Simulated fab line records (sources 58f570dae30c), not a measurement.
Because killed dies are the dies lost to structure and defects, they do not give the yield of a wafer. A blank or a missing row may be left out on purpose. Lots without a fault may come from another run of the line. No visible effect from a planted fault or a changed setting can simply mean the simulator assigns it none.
Check of tool commonality + flow berkeley cmos170 + 15 lots and 45 wafers in the sample

WHY IT WAS OPENED
Of 15 lots, 3 have the reading FIELD_OXIDE_THK flagged at UCB170_FIELD_THK_MEAS_02. No-fault wafers: 558 nm, standard deviation 9.3.
Rule: a lot gets a flag if all its wafers with a number sit over 4 standard deviations from that mean, or if no wafer of it has a number. The rest of the lots are taken to be sound.

| lot  | measured    | on            | FIELD_OXIDE_THK (nm), wafer by wafer | flag    |
|------|-------------|---------------|--------------------------------------|---------|
| L806 | day 5 08:59 | film metro-01 | 565 569 569                          |         |
| L805 | day 5 09:02 | film metro-04 | 564 561 551                          |         |
| L807 | day 6 00:10 | film metro-02 | 562 564 558                          |         |
| L808 | day 6 00:19 | film metro-02 | 568 564 562                          |         |
| L809 | day 6 00:44 | film metro-04 | 552 542 558                          |         |
| L811 | day 6 11:35 | film metro-01 | 549 556 539                          |         |
| L812 | day 6 11:35 | film metro-04 | 552 561 559                          |         |
| L813 | day 7 13:31 | film metro-04 | 553 565 553                          |         |
| L818 | day 7 17:44 | film metro-04 | 563 565 562                          |         |
| L819 | day 7 17:46 | film metro-01 | 569 582 563                          |         |
| L823 | day 8 12:40 | film metro-04 | 506 503 505                          | FLAGGED |
| L820 | day 8 12:44 | film metro-04 | 502 505 505                          | FLAGGED |
| L824 | day 8 12:47 | film metro-04 | 504 501 503                          | FLAGGED |
| L826 | day 9 10:23 | film metro-04 | 565 557 563                          |         |
| L827 | day 9 10:23 | film metro-02 | 564 564 569                          |         |
Average over the flagged lots: 504 nm; offset from the usual -54 nm, equal to -6 standard deviations.

EACH LOT AND THE TOOL IT RAN ON
The record holds 1 process step before the reading, out of a route of 331 steps. In each cell: the tool, then ch and the chambers that the sampled wafers went through, then the start.
| lot  | flag    | UCB170_FIELD_OXIDATION_01    |
|------|---------|------------------------------|
| L806 |         | furnace-02 ch 0, day 5 05:59 |
| L805 |         | furnace-02 ch 0, day 5 05:59 |
| L807 |         | furnace-01 ch 0, day 5 21:08 |
| L808 |         | furnace-02 ch 0, day 5 21:19 |
| L809 |         | furnace-04 ch 0, day 5 21:44 |
| L811 |         | furnace-01 ch 0, day 6 08:35 |
| L812 |         | furnace-01 ch 0, day 6 08:35 |
| L813 |         | furnace-04 ch 0, day 7 10:31 |
| L818 |         | furnace-01 ch 0, day 7 14:40 |
| L819 |         | furnace-01 ch 0, day 7 14:40 |
| L823 | FLAGGED | furnace-01 ch 0, day 8 09:40 |
| L820 | FLAGGED | furnace-01 ch 0, day 8 09:40 |
| L824 | FLAGGED | furnace-01 ch 0, day 8 09:40 |
| L826 |         | furnace-02 ch 0, day 9 07:23 |
| L827 |         | furnace-02 ch 0, day 9 07:23 |
These steps, and what they do:
- UCB170_FIELD_OXIDATION_01: target thk 558.3 nm, ox time 7200 s.
- UCB170_FIELD_THK_MEAS_02

FLAGGED OVER TOTAL, TOOL BY TOOL (the gauges that took the reading come last)
| step                      | tool          | lots run | flagged | share of the flagged lots | sound lots run after its first flagged lot |
|---------------------------|---------------|----------|---------|---------------------------|--------------------------------------------|
| UCB170_FIELD_OXIDATION_01 | furnace-01    | 8        | 3       | all                       | 0                                          |
| UCB170_FIELD_OXIDATION_01 | furnace-02    | 5        | 0       | none                      | -                                          |
| UCB170_FIELD_OXIDATION_01 | furnace-04    | 2        | 0       | none                      | -                                          |
| UCB170_FIELD_THK_MEAS_02  | film metro-01 | 3        | 0       | none                      | -                                          |
| UCB170_FIELD_THK_MEAS_02  | film metro-02 | 3        | 0       | none                      | -                                          |
| UCB170_FIELD_THK_MEAS_02  | film metro-04 | 9        | 3       | all                       | 1 (L826)                                   |

WHAT THE TABLE ALLOWS
Every flagged lot went through 2 rows of the table: furnace-01 at UCB170_FIELD_OXIDATION_01 and film metro-04 at UCB170_FIELD_THK_MEAS_02.
- furnace-01 at UCB170_FIELD_OXIDATION_01 ran 8 lots, 3 of them flagged. Its last sound lot is L818 (day 7 14:40), its first flagged lot L820 (day 8 09:40): a fault that began between those two fits.
- film metro-04 at UCB170_FIELD_THK_MEAS_02 ran 9 lots, 3 of them flagged. Lots that were sound ran on it after the first flagged one (L826); a persistent fault on the entire tool would not allow that.
One tool is left: furnace-01 at UCB170_FIELD_OXIDATION_01.

WHAT WAS PUT IN BY THE SIMULATOR
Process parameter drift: furnace-01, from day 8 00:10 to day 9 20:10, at UCB170_FIELD_OXIDATION_01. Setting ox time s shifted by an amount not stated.
Struck lots among those shown: L823, L820, L824. The same result came from the rule above.
